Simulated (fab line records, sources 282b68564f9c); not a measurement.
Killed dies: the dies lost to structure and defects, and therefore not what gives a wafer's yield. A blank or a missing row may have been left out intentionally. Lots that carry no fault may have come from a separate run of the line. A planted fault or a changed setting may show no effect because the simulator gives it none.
Problem report in the 8D (eight disciplines) form, filled by code :: flow rit cmos :: the parts of the form that need people (team, actions taken, sign-off) are left out

== 1. THE PROBLEM ==
killed at front end at RIT_M1_PROBE_99 reads a mean of 76 on 6 wafers of 2 lots; wafers without a fault read 7 with a standard deviation of 3. That is +23 standard deviations from the usual mean.
First observed at day 7 17:17: wafer L603.2, on prober-02. At this step, 33 wafers from 11 lots have a number in the record. By rule, "out" or "out of limits" means more than 4 standard deviations away from the usual mean. The rest of the wafers with a number are treated as sound.

== 2. WHAT THIS IS AND IS NOT ==
question: which readings at this step
is: killed at front end, killed dies, killed on rim
is not: killed open, killed short

question: which lots
is: L603, L605
is not: L586, L587, L588, L589, L591, L592, L593, L595, L596

question: which wafers of those lots
is: all that have a number
is not: -

question: read on which tools
is: prober-02
is not: prober-01

question: when
is: from day 7 17:17
is not: up to then (27 sound wafers)

== 3. WHAT RULES OUT EACH SUSPECT ==
Counting: a tool at any process step up to the reading remains a suspect when it ran all the lots that are out and ran no sound lot after the first of those.
- furnace-03 at RIT_ACTIVE_OXIDATION_01 (target thk 46.8 nm, ox time 3360 s): kept. All lots that are out passed through it, beginning with L603 at day 5 14:41, and no sound lot followed; its final sound lot before that point was L596 at day 4 04:05.
- prober-02 at RIT_M1_PROBE_99: kept. All lots that are out passed through it, beginning with L603 at day 7 17:17, and no sound lot followed; its final sound lot before that point was L595 at day 6 02:39. Out on those wafers are its own readings of killed at front end, killed dies, killed on rim.
Remaining after the count are furnace-03 at RIT_ACTIVE_OXIDATION_01 and prober-02 at RIT_M1_PROBE_99.

== 4. THE CAUSE (what the simulator had put in) ==
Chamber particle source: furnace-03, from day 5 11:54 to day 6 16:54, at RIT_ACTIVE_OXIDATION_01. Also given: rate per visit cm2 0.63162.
This tool is one of the 2 suspects left after counting.

== 5. SEQUENCE OF EFFECTS, ordered by route ==
Rows list readings where the struck wafers' mean (over those with a number) sits beyond 3 standard deviations from the usual. Scope: only readings with a usual standard deviation given in the record; hours: median across lots of the time from each lot's start at the first step in this table that gives one to its start at this step; sigmas: change in usual standard deviations.
hours: 0
step: RIT_M1_PROBE_99
reading: killed at front end
usual: 7
on struck wafers: 76
change: +69
sigmas: +23

hours: 0
step: RIT_M1_PROBE_99
reading: killed dies
usual: 7
on struck wafers: 76
change: +69
sigmas: +23

hours: 0
step: RIT_M1_PROBE_99
reading: killed on rim
usual: 2
on struck wafers: 21
change: +19
sigmas: +13
Here are the process steps it includes:
- RIT_M1_PROBE_99

== 6. WHAT WOULD HAVE CAUGHT IT SOONER ==
In this record no reading fell out of limits until day 7 17:17, 53 hours after the fault had begun at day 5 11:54.
Tool readings at RIT_ACTIVE_OXIDATION_01 with a usual standard deviation given in the record: none out on any struck wafer, hence no alarm at a limit of 4 standard deviations on them.
All the lots that are out (2) had begun RIT_ACTIVE_OXIDATION_01 on furnace-03 by day 7 17:17. None of them would have been spared by holding the tool at that moment.
